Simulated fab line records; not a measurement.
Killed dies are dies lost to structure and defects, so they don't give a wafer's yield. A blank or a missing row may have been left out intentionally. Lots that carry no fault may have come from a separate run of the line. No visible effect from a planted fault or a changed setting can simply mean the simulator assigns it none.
The same fault as seen by 2 desks    flow berkeley cmos170    every desk sees just its own numbers, and what lay behind them comes last

## METROLOGY DESK
What the gauges read for every lot (on any tool): the sampled wafers with a number, averaged. Any lot whose mean is over 4 standard deviations away from the usual mean is out of limits and marked OUT; that distance is given in the brackets.
Columns: A = M1_AL_RS at UCB170_M1_RS_MEAS_01, usual 0.0496 ohm/sq; B = M1_AL_THK at UCB170_M1_THK_MEAS_02, usual 592 nm; C = cd nm at UCB170_M1_CD_MEAS_09, usual 699.6 nm; D = M1_OVL at UCB170_M1_OVL_MEAS_10, usual 1 nm
lot   first seen here  A       B    C      D
L355  day 8 16:45      0.0498  591  701.4  -7
L364  day 11 03:58     0.0495  593  702.8  6
L368  day 11 19:58     0.0495  591  701.0  2
L369  day 12 19:02     0.0500  585  699.5  -1
L370  day 12 19:20     0.0501  583  698.0  -6
This desk found nothing out of limits on any of the 5 lots.

## DESK OF THE TOOL OWNER: rie metal-04
The tool's own readings at UCB170_M1_METAL_ETCH_12 (etches Al in Cl2/BCl3, stops on PSG, target depth 780 nm, time 130 s): means of the sampled wafers that have a number, for each lot that ran on this tool. Any lot whose mean is over 4 standard deviations away from the usual mean is out of limits and marked OUT; that distance is given in the brackets.
Columns: A = drypump motor current A at UCB170_M1_METAL_ETCH_12, usual 5.8 A; B = he backside leak sccm at UCB170_M1_METAL_ETCH_12, usual 3.34 sccm; C = oes product au at UCB170_M1_METAL_ETCH_12, usual 0.847 a.u.; D = throttle valve pct at UCB170_M1_METAL_ETCH_12, usual 24.43 %
lot   first seen here  A    B     C      D
L355  day 8 18:11      5.9  3.33  0.859  24.37
L368  day 11 23:08     5.5  3.31  0.848  24.40
L370  day 12 20:40     5.9  3.23  0.855  24.37
This desk found nothing out of limits on any of the 3 lots.

## TAKEN TOGETHER
The metrology desk saw nothing out of limits.
The tool owner's desk saw nothing out of limits.

## WHAT HAD BEEN PUT IN BY THE SIMULATOR
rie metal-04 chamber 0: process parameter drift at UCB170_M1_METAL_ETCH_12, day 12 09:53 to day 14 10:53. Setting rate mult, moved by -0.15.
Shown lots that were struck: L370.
